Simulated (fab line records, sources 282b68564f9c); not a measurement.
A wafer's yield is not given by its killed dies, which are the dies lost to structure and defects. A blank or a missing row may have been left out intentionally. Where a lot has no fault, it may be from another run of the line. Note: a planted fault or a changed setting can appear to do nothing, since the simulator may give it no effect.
fab line records	flow ritCmos
record lots=14	wafers=42	lastDay=7
route steps=202 shown NRETRO@58
lots with no fault: from the same line, run without faults
startH: start of the lot's first displayed wafer, in hours after the record's first day	waitH: time in hours since the lot's previous step	" the same as in the row above	L1.1+2: a single row standing in for several wafers	- no value, or no start given	* or withheld: withheld	< > ~ a bound
route shown NAME@n: NAME is a module with steps in the file, n the number in the route of the first one	usual: mean and standard deviation over wafers with no fault	same: alike in all rows	chamber/n: place in a boat	sites: readings site by site	_std_site: standard deviation of those values	_edge_site: outer sites' mean less inner sites'	radiusMm: for every site, how far away it sits from the centre of the wafer	mask NAME#n: copy n	behind: the tool/chamber that last shaped the wafer	hold: why the lot was held/for how many hours/how that ended	device: the n, p or np transistor that did not switch	end of line: the route-end tests of the same wafers	a step without rows: its recipe alone	killed: the dies lost at the first sort to structure and to defects; this is not the yield of the wafer	map: shows each die of a wafer: x if killed, . if not, _ if none is there
set.NAME: the run value of the setting; set.NAME@STEP: its run value at that earlier step	model.NAME: the simulator's own value behind a step, which no gauge read
route steps across a sampled set of lots; one table per step, one row per wafer
services: the hour from which a tool's chamber was out of use, counted from the record's first day as startH (under 0 if before that day), plus the number of hours and why
## steps
# step RIT_NRETRO_DEVELOP_05
# recipe resist=NOVOLAK	developTimeS=68	devTempC=23
# usual chillPlateTempC=23.00/0.09	developTimeS=68/0
lot.wafer	tool	chamber	startH	waitH	chillPlateTempC	developTimeS
L234.1	lithoTrack-03	0	29	-	22.92	68
L234.2	"	0	"	"	22.88	68
L234.4	"	0	"	"	22.90	68
L236.3	lithoTrack-03	0	38	-	23.07	68
L236.5	"	0	"	"	23.04	68
L236.6	"	0	"	"	22.94	68
L238.1	lithoTrack-04	0	49	-	22.82	68
L238.2	"	0	"	"	22.95	68
L238.4	"	0	"	"	22.85	68
L239.1	lithoTrack-02	0	56	-	22.81	68
L239.2	"	0	"	"	23.11	68
L239.4	"	0	"	"	23.07	68
L240.2	lithoTrack-04	0	60	-	23.14	68
L240.5	"	0	"	"	23.16	68
L240.6	"	0	"	"	23.07	68
L241.2	lithoTrack-02	0	65	-	23.02	68
L241.3	"	0	"	"	22.95	68
L241.6	"	0	"	"	23.00	68
L243.1	lithoTrack-03	0	76	-	23.05	68
L243.3	"	0	"	"	22.95	68
L243.5	"	0	"	"	23.03	68
L246.1	lithoTrack-03	0	94	-	22.84	68
L246.3	"	0	"	"	23.05	68
L246.4	"	0	"	"	22.90	68
L248.1	lithoTrack-03	0	100	-	22.98	68
L248.2	"	0	"	"	22.90	68
L248.3	"	0	"	"	22.88	68
L249.1	lithoTrack-04	0	105	-	23.02	68
L249.3	"	0	"	"	23.00	68
L249.4	"	0	"	"	22.90	68
L250.2	lithoTrack-04	-	109	-	-	-
L250.3	"	-	"	"	-	-
L250.4	"	-	"	"	-	-
L251.3	lithoTrack-04	-	113	-	-	-
L251.5	"	-	"	"	-	-
L251.6	"	-	"	"	-	-
L256.2	lithoTrack-04	0	139	-	22.98	68
L256.4	"	0	"	"	23.07	68
L256.5	"	0	"	"	23.09	68
L257.1	lithoTrack-02	0	144	-	22.88	68
L257.3	"	0	"	"	22.97	68
L257.5	"	0	"	"	22.98	68
## services
tool	chamber	startH	hours	kind
lithoTrack-02	-	131.90	-	consumableReplace:filter
## key
firstSign step=RIT_NRETRO_DEVELOP_05	reading=toolRecord	direction=missing
effect none on later readings
metAt RIT_NRETRO_DEVELOP_05
struckLots L250,L251
sortLeftOut L250.2,L250.3,L250.4,L251.3,L251.5,L251.6
testerLeftOut L250,L251
onsetBetween 105 109
fault kind=skippedStepWhole	tool=lithoTrack-04	chamber=-	onsetH=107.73	steps=RIT_NRETRO_DEVELOP_05	scope=struckLotsOnly
# testerLeftOut: of these lots the tester's yield and bins aren't shown, on N5 and GAA mostly nor the transistor test; their killed dies are dies lost to structure and defects alone, not to doping, threshold or leakage, so they don't give the yield
# sortLeftOut: the simulated sort isn't trusted on such a fault, so these wafers' sort isn't shown, and their yield isn't known
